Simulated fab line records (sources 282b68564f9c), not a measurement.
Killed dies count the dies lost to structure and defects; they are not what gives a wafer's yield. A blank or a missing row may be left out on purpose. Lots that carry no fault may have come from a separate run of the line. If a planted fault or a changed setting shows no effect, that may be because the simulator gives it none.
fab line records | flow ritCmos
[record] lots = 6 | wafers = 18 | lastDay = 7
route steps=202 shown NLDD@107 PLDD@114 M1@202
lots that met no fault: from a run of the same line without faults
startH: hours from the record's opening day to when the first of the lot's shown wafers began | waitH: hours from the lot's prior step to this one | " the same as in the row above | L1.1+2: a row that stands for several wafers | - no value, or no start given | * or withheld: withheld | < > ~ a bound
route shown NAME@n: a module of which the file shows steps, and the number in the route of the first | usual: mean and standard deviation over wafers with no fault | same: alike in all rows | chamber/n: place in a boat | sites: per-site readings | _std_site: how widely they spread, as a standard deviation | _edge_site: the outer-site mean with the inner-site mean subtracted | radiusMm: for every site, how far away it sits from the centre of the wafer | mask NAME#n: copy n | behind: the last tool/chamber to shape the wafer | hold: why the lot went on hold/how many hours it stayed there/how the hold came to an end | device: transistor that didn't switch, given as n, p or np | end of line: the route-end tests of the same wafers | where a step has no rows: the recipe by itself | killed: count of dies lost to structure and defects at first sort (not the wafer's yield) | map: dies across one wafer; x = killed, . = not, _ = none there
set.NAME: setting as actually run; set.NAME@STEP: the setting as run at that earlier step | model.NAME: the simulator's own value behind a step, which no gauge read
lots seen at some steps along the route; tables by step, rows by wafer
services: a tool's chamber out of use, with start hour (startH, from the record's first day; less than 0 if before it), hours out, and reason
[[steps]]
[step RIT_NLDD_PEB_04]
[recipe] resist = NOVOLAK | tempC = withheld | timeS = withheld
[step RIT_NLDD_DEVELOP_05]
[recipe] resist = NOVOLAK | developTimeS = 50 | devTempC = 23
[step RIT_NLDD_OVL_MEAS_06]
[usual] NLDD_OVL = -0.7/1.5
lot.wafer | tool       | chamber | startH | waitH | NLDD_OVL[nm]
L530.1    | overlay-01 | -       | 46.94  | -     | 1.0
L530.3    | "          | -       | "      | "     | -0.9
L530.6    | "          | -       | "      | "     | -1.1
L538.2    | overlay-02 | -       | 86.53  | -     | -2.5
L538.3    | "          | -       | "      | "     | -1.7
L538.5    | "          | -       | "      | "     | -3.1
L542.1    | overlay-01 | -       | 103.23 | -     | -1.6
L542.3    | "          | -       | "      | "     | -1.1
L542.6    | "          | -       | "      | "     | -1.7
L549.2    | overlay-01 | -       | 141.15 | -     | 0.3
L549.3    | "          | -       | "      | "     | 1.7
L549.5    | "          | -       | "      | "     | 0.4
L550.1    | overlay-02 | -       | 146.52 | -     | 1.3
L550.3    | "          | -       | "      | "     | -1.1
L550.6    | "          | -       | "      | "     | -2.3
L553.2    | overlay-01 | -       | 163.57 | -     | 0.9
L553.3    | "          | -       | "      | "     | 0.3
L553.5    | "          | -       | "      | "     | 2.5
[step RIT_NLDD_HARDBAKE_07]
[recipe] resist = NOVOLAK | tempC = 140 | timeS = 60
[step RIT_NLDD_IMPLANT_08]
[recipe] species = P | energyKev = 20 | doseCm2 = 5e+14 | tiltDeg = 7
[step RIT_NLDD_STRIP_09]
[recipe] chemistry = O2 | timeS = 180 | resist = NOVOLAK | platenTempC = withheld | powerW = 500 | pressureMtorr = 4000 | o2FlowSccm = 4000
[usual] drypumpMotorCurrentA = 5.5/0.4
lot.wafer | tool           | chamber | startH | waitH | drypumpMotorCurrentA | rfHoursCounterH
L530.1    | plasmaAsher-02 | 1       | 47.28  | 0.1   | 5.1                  | 26
L530.3    | "              | 0       | "      | "     | 5.2                  | -
L530.6    | "              | 1       | "      | "     | 5.1                  | -
L538.2    | plasmaAsher-04 | 1       | 86.86  | 0.1   | 6.1                  | 43
L538.3    | "              | 0       | "      | "     | 5.3                  | -
L538.5    | "              | 1       | "      | "     | 6.1                  | -
L542.1    | plasmaAsher-03 | 1       | 103.57 | 0.1   | 6.1                  | 48
L542.3    | "              | 0       | "      | "     | 5.3                  | -
L542.6    | "              | 1       | "      | "     | 6.0                  | -
L549.2    | plasmaAsher-02 | 1       | 141.48 | 0.1   | 5.1                  | 37
L549.3    | "              | 0       | "      | "     | 5.3                  | -
L549.5    | "              | 0       | "      | "     | 5.3                  | -
L550.1    | plasmaAsher-02 | 1       | 146.85 | 0.1   | 5.1                  | 37
L550.3    | "              | 1       | "      | "     | 5.1                  | -
L550.6    | "              | 1       | "      | "     | 5.1                  | -
L553.2    | plasmaAsher-03 | 1       | 163.90 | 0.1   | 6.1                  | 4
L553.3    | "              | 0       | "      | "     | 5.3                  | -
L553.5    | "              | 1       | "      | "     | 6.1                  | -
[step RIT_NLDD_TW_MEAS_10]
[usual] NLDD_TW = 2490/9.7
lot.wafer | tool         | chamber | startH | waitH | NLDD_TW
L530.1    | filmMetro-02 | -       | 47.45  | 0.1   | 2514
L530.3    | "            | -       | "      | "     | 2497
L530.6    | "            | -       | "      | "     | 2487
L538.2    | filmMetro-02 | -       | 87.04  | 0.1   | 2494
L538.3    | "            | -       | "      | "     | 2511
L538.5    | "            | -       | "      | "     | 2498
L542.1    | filmMetro-03 | -       | 103.74 | 0.1   | 2467
L542.3    | "            | -       | "      | "     | 2472
L542.6    | "            | -       | "      | "     | 2492
L549.2    | filmMetro-01 | -       | 141.66 | 0.1   | 2491
L549.3    | "            | -       | "      | "     | 2487
L549.5    | "            | -       | "      | "     | 2486
L550.1    | filmMetro-03 | -       | 147.03 | 0.1   | 2484
L550.3    | "            | -       | "      | "     | 2493
L550.6    | "            | -       | "      | "     | 2482
L553.2    | filmMetro-01 | -       | 164.09 | 0.1   | 2488
L553.3    | "            | -       | "      | "     | 2503
L553.5    | "            | -       | "      | "     | 2489
[step RIT_PLDD_HMDS_00]
[recipe] primeTimeS = 60 | primeTempC = 140
[step RIT_PLDD_COAT_01]
[recipe] resist = NOVOLAK | spinRpm = 3250 | resistThkNm = 1000
[step RIT_PLDD_SOFTBAKE_02]
[recipe] resist = NOVOLAK | tempC = 90 | timeS = 60
[step RIT_PLDD_EXPOSE_03]
[recipe] maskId = M8 | na = 0.57 | targetCdNm = 40900 | doseMj = 250
[step RIT_PLDD_PEB_04]
[recipe] resist = NOVOLAK | tempC = withheld | timeS = withheld
[step RIT_PLDD_DEVELOP_05]
[recipe] resist = NOVOLAK | developTimeS = 50 | devTempC = 23
[usual] developerTempC = 23.01/0.1
lot.wafer | tool          | chamber | startH | waitH | developerTempC
L530.1    | lithoTrack-04 | 0       | 48     | -     | 22.80
L530.3    | "             | 0       | "      | "     | 23.00
L530.6    | "             | 0       | "      | "     | 22.94
L538.2    | lithoTrack-01 | 0       | 87     | -     | 23.04
L538.3    | "             | 0       | "      | "     | 23.07
L538.5    | "             | 0       | "      | "     | 22.88
L542.1    | lithoTrack-04 | 0       | 104    | -     | 22.96
L542.3    | "             | 0       | "      | "     | 23.06
L542.6    | "             | 0       | "      | "     | 22.99
L549.2    | lithoTrack-01 | 0       | 142    | -     | 20.83
L549.3    | "             | 0       | "      | "     | 20.97
L549.5    | "             | 0       | "      | "     | 20.78
L550.1    | lithoTrack-01 | 0       | 148    | -     | 20.67
L550.3    | "             | 0       | "      | "     | 20.70
L550.6    | "             | 0       | "      | "     | 20.60
L553.2    | lithoTrack-04 | 0       | 165    | -     | 23.02
L553.3    | "             | 0       | "      | "     | 22.95
L553.5    | "             | 0       | "      | "     | 23.04
[step RIT_PLDD_OVL_MEAS_06]
[usual] PLDD_OVL = 0.5/1.4
lot.wafer | tool       | chamber | startH | waitH | PLDD_OVL[nm]
L530.1    | overlay-01 | -       | 48.36  | -     | 1.9
L530.3    | "          | -       | "      | "     | 0.7
L530.6    | "          | -       | "      | "     | 1.6
L538.2    | overlay-01 | -       | 87.95  | -     | 0.6
L538.3    | "          | -       | "      | "     | 1.4
L538.5    | "          | -       | "      | "     | 1.2
L542.1    | overlay-02 | -       | 104.65 | -     | -1.1
L542.3    | "          | -       | "      | "     | -1.4
L542.6    | "          | -       | "      | "     | -1.6
L549.2    | overlay-01 | -       | 142.57 | -     | 0.6
L549.3    | "          | -       | "      | "     | 0.3
L549.5    | "          | -       | "      | "     | 2.8
L550.1    | overlay-02 | -       | 148.21 | -     | -1.3
L550.3    | "          | -       | "      | "     | -2.3
L550.6    | "          | -       | "      | "     | -2.3
L553.2    | overlay-02 | -       | 165.15 | -     | -1.3
L553.3    | "          | -       | "      | "     | 0.0
L553.5    | "          | -       | "      | "     | -0.3
[step RIT_M1_PROBE_99]
[usual] killedAtContacts = 0.1/0.3 | killedAtFrontEnd = 7/3.3 | killedDies = 7/3.3 | killedOpen = 3.8/2.3 | killedShort = 3.5/2.1
[same] grossDies = 264 | killed_at_M0_to_M3 = 0 | killed_at_M4_up = 0 | killedAtBackSide = 0 | killedAtOther = 0
lot.wafer | tool      | chamber | startH | waitH | killedAtContacts | killedAtFrontEnd | killedDies | killedOpen | killedShort
L530.1    | prober-01 | -       | 62.19  | 0.1   | 0                | 12               | 12         | 6          | 6
L530.3    | prober-01 | -       | 62.29  | 0.2   | 1                | 7                | 8          | 4          | 3
L530.6    | prober-01 | -       | 62.44  | 0.2   | 0                | 7                | 7          | 2          | 5
L538.2    | prober-01 | -       | 102.11 | 0.1   | 0                | 3                | 3          | 2          | 1
L538.3    | prober-01 | -       | 102.16 | 0.2   | 0                | 5                | 5          | 2          | 3
L538.5    | prober-01 | -       | 102.26 | 0.2   | 0                | 5                | 5          | 2          | 3
L542.1    | prober-01 | -       | 119.02 | 0.1   | 0                | 5                | 5          | 5          | 0
L542.3    | prober-01 | -       | 119.12 | 0.2   | 0                | 11               | 11         | 4          | 7
L542.6    | prober-01 | -       | 119.27 | 0.2   | 0                | 14               | 14         | 9          | 5
L549.2    | prober-02 | -       | 156.48 | 0.1   | 1                | 12               | 13         | 8          | 5
L549.3    | prober-02 | -       | 156.53 | 0.2   | 0                | 13               | 13         | 9          | 4
L549.5    | prober-02 | -       | 156.63 | 0.2   | 1                | 9                | 10         | 6          | 4
L550.1    | prober-01 | -       | 162.25 | 0.1   | 0                | 10               | 10         | 8          | 2
L550.3    | prober-01 | -       | 162.35 | 0.2   | 1                | 6                | 7          | 1          | 6
L550.6    | prober-01 | -       | 162.50 | 0.2   | 0                | 9                | 9          | 7          | 2
L553.2    | prober-02 | -       | 179.59 | 0.1   | 0                | 5                | 5          | 4          | 1
L553.3    | prober-02 | -       | 179.64 | 0.2   | 0                | 9                | 9          | 3          | 6
L553.5    | prober-02 | -       | 179.74 | 0.2   | 0                | 10               | 10         | 5          | 5
// killed by level:class
L530.1 GATE:geometricParticle:open=3 FOX1:geometricParticle:short=2 GATE:geometricParticle:short=2 FOX1:geometricParticle:open=1 FOX2:geometricParticle:open=1 FOX2:geometricParticle:short=1 REOX:geometricParticle:open=1 SILICIDE:geometricParticle:short=1
L530.3 GATE:geometricParticle:short=3 GATE:geometricParticle:open=2 REOX:geometricParticle:open=1 SILICIDE:geometricParticle:open=1 CONTACT:coatMicrobubblePrinted=1
L530.6 GATE:geometricParticle:short=4 GATE:geometricParticle:open=1 REOX:geometricParticle:short=1 REOX:geometricParticle:open=1
L538.2 FOX2:geometricParticle:open=2 SPACER:geometricParticle:short=1
L538.3 GATE:geometricParticle:short=1 GATE:geometricParticle:open=1 SPACER:geometricParticle:short=1 SILICIDE:geometricParticle:short=1 SILICIDE:geometricParticle:open=1
L538.5 FOX1:geometricParticle:open=2 FOX1:geometricParticle:short=1 GATE:geometricParticle:short=1 SILICIDE:geometricParticle:short=1
L542.1 GATE:geometricParticle:open=2 SPACER:geometricParticle:open=2 FOX2:geometricParticle:open=1
L542.3 FOX2:geometricParticle:short=4 GATE:geometricParticle:open=3 REOX:geometricParticle:short=2 FOX2:geometricParticle:open=1 SILICIDE:geometricParticle:short=1
L542.6 FOX1:geometricParticle:open=3 FOX2:geometricParticle:open=2 GATE:geometricParticle:short=2 GATE:geometricParticle:open=2 REOX:geometricParticle:short=2 SPACER:geometricParticle:open=2 FOX2:geometricParticle:short=1
L549.2 GATE:geometricParticle:open=5 GATE:geometricParticle:short=3 SPACER:geometricParticle:open=2 REOX:geometricParticle:open=1 SILICIDE:geometricParticle:short=1 CONTACT:geometricParticle:short=1
L549.3 GATE:geometricParticle:open=4 FOX1:geometricParticle:open=2 GATE:geometricParticle:short=2 REOX:geometricParticle:short=2 REOX:geometricParticle:open=2 SPACER:geometricParticle:open=1
L549.5 GATE:geometricParticle:short=3 REOX:geometricParticle:open=2 SPACER:geometricParticle:open=2 FOX1:geometricParticle:open=1 GATE:geometricParticle:open=1 CONTACT:geometricParticle:short=1
L550.1 GATE:geometricParticle:open=3 REOX:geometricParticle:open=3 FOX1:geometricParticle:short=1 FOX1:geometricParticle:open=1 REOX:geometricParticle:short=1 SPACER:geometricParticle:open=1
L550.3 GATE:geometricParticle:short=2 REOX:geometricParticle:short=2 GATE:geometricParticle:open=1 SPACER:geometricParticle:short=1 CONTACT:geometricParticle:short=1
L550.6 GATE:geometricParticle:open=3 SPACER:geometricParticle:open=3 FOX2:geometricParticle:open=1 GATE:geometricParticle:short=1 SPACER:geometricParticle:short=1
L553.2 FOX2:geometricParticle:open=2 SPACER:geometricParticle:open=2 FOX2:geometricParticle:short=1
L553.3 GATE:geometricParticle:short=3 SPACER:geometricParticle:open=2 FOX1:geometricParticle:short=1 FOX2:geometricParticle:short=1 GATE:geometricParticle:open=1 SPACER:geometricParticle:short=1
L553.5 GATE:geometricParticle:short=3 GATE:geometricParticle:open=2 SPACER:geometricParticle:open=2 FOX1:geometricParticle:open=1 REOX:geometricParticle:short=1 SPACER:geometricParticle:short=1
[[services]]
tool           | chamber | startH | hours | kind
plasmaAsher-03 | -       | 86.96  | 2.8   | repair
plasmaAsher-03 | -       | 108.75 | 9.0   | pm
plasmaAsher-03 | 0       | 108.75 | 9.0   | ventCycle
plasmaAsher-03 | 1       | 108.75 | 9.0   | ventCycle
plasmaAsher-03 | 0       | 117.75 | -     | clean
plasmaAsher-03 | 1       | 117.75 | -     | clean
plasmaAsher-04 | -       | 136.28 | 2.8   | pm
plasmaAsher-02 | -       | 153.39 | 1.0   | repair
[[key]]
[firstSign] step = RIT_PLDD_DEVELOP_05 | reading = developerTempC | direction = down | sigmas = 21 | usual = * | struck = *
effect none on later readings
metAt RIT_PLDD_DEVELOP_05
struckWafers L549.2,L549.3,L549.5,L550.1,L550.3,L550.6
testerLeftOut L549,L550
onsetBetween 87 142
[fault] kind = processParameterDrift | tool = lithoTrack-01 | chamber = - | onsetH = 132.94 | steps = RIT_PLDD_DEVELOP_05 | channel = devTempC | offset = * | shape = step | endH = 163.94 | actsIn = * | stated = *
// testerLeftOut: of these lots the tester's yield and bins aren't shown, on N5 and GAA mostly nor the transistor test; their killed dies are dies lost to structure and defects alone, not to doping, threshold or leakage, so they don't give the yield
